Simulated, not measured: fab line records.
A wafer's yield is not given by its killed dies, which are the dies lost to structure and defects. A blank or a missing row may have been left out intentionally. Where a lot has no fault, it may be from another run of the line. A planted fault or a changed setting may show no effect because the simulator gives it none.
Matching of chambers | flow berkeley cmos170 | UCB170_ACTIVE_ETCH_15 on rie diel-04 has 4 sister chambers
The step etches Si3N4 in CH3F/Ar/O2, stops on SiO2, target depth 242 nm, time 151 s. 14 wafers are shown with their chamber, then 7 later ones without.

## WAFERS, EACH WITH ITS CHAMBER
wafer  | chamber | drypump motor current A (A) | throttle valve pct (%) | oes product au (a.u.)
L373.2 | 0       | 5.8                         | 7.81                   | 0.936
L373.3 | 3       | 5.9                         | 7.98                   | 0.927
L373.5 | 3       | 5.9                         | 7.97                   | 0.940
L375.1 | 0       | 5.7                         | 7.82                   | 0.959
L375.4 | 1       | 6.3                         | 7.89                   | 0.930
L375.5 | 1       | 6.3                         | 7.89                   | 0.935
L378.1 | 2       | 4.9                         | 8.03                   | 0.938
L378.3 | 0       | 5.7                         | 7.82                   | 0.937
L378.6 | 1       | 6.3                         | 7.90                   | 0.916
L384.3 | 1       | 6.3                         | 7.90                   | 0.924
L384.4 | 2       | 4.9                         | 8.02                   | 0.956
L384.6 | 0       | 5.7                         | 7.82                   | 0.947
L387.3 | 2       | 4.9                         | 8.03                   | 0.947
L387.5 | 0       | 5.7                         | 7.82                   | 0.925

SIGNATURES (averages over the wafers above)
reading                 | chamber 0 | chamber 1 | chamber 2 | chamber 3 | scatter within a chamber
drypump motor current A | 5.720     | 6.300     | 4.900     | 5.900     | 0.0283
throttle valve pct      | 7.8180    | 7.8950    | 8.0267    | 7.9750    | 0.00545
oes product au          | 0.94080   | 0.92625   | 0.94700   | 0.93350   | 0.0105
Rule: for a wafer and a chamber, the distance is found by dividing, reading by reading, the gap between the wafer's reading and the chamber's mean by the reading's scatter, squaring, summing and taking the root. The wafer belongs to the nearest chamber; if the next one is less than 2 further off, it can't be placed. How the scatter is found: for the shown wafers, subtract from each reading the mean of its chamber, square and add these, divide the total by (wafers less chambers), then take the root.

## WAFERS WHOSE CHAMBER IS MISSING
wafer  | drypump motor current A (A) | throttle valve pct (%) | oes product au (a.u.)
L387.6 | 5.9                         | 7.98                   | 0.925
L389.1 | 5.9                         | 8.00                   | 0.935
L389.5 | 5.7                         | 7.83                   | 0.946
L389.6 | 6.3                         | 7.89                   | 0.933
L391.2 | 5.7                         | 7.84                   | 0.936
L391.3 | 6.0                         | 7.99                   | 0.942
L391.4 | 6.0                         | 7.99                   | 0.934

## THE CHAMBER EACH PASSED THROUGH
wafer  | from the rows above | in truth
L387.6 | 3                   | 3
L389.1 | 3                   | 3
L389.5 | 0                   | 0
L389.6 | 1                   | 1
L391.2 | 0                   | 0
L391.3 | 3                   | 3
L391.4 | 3                   | 3
Correct placement for 7 of the 7. Not placeable from these rows: 0. Number placed wrongly: 0.
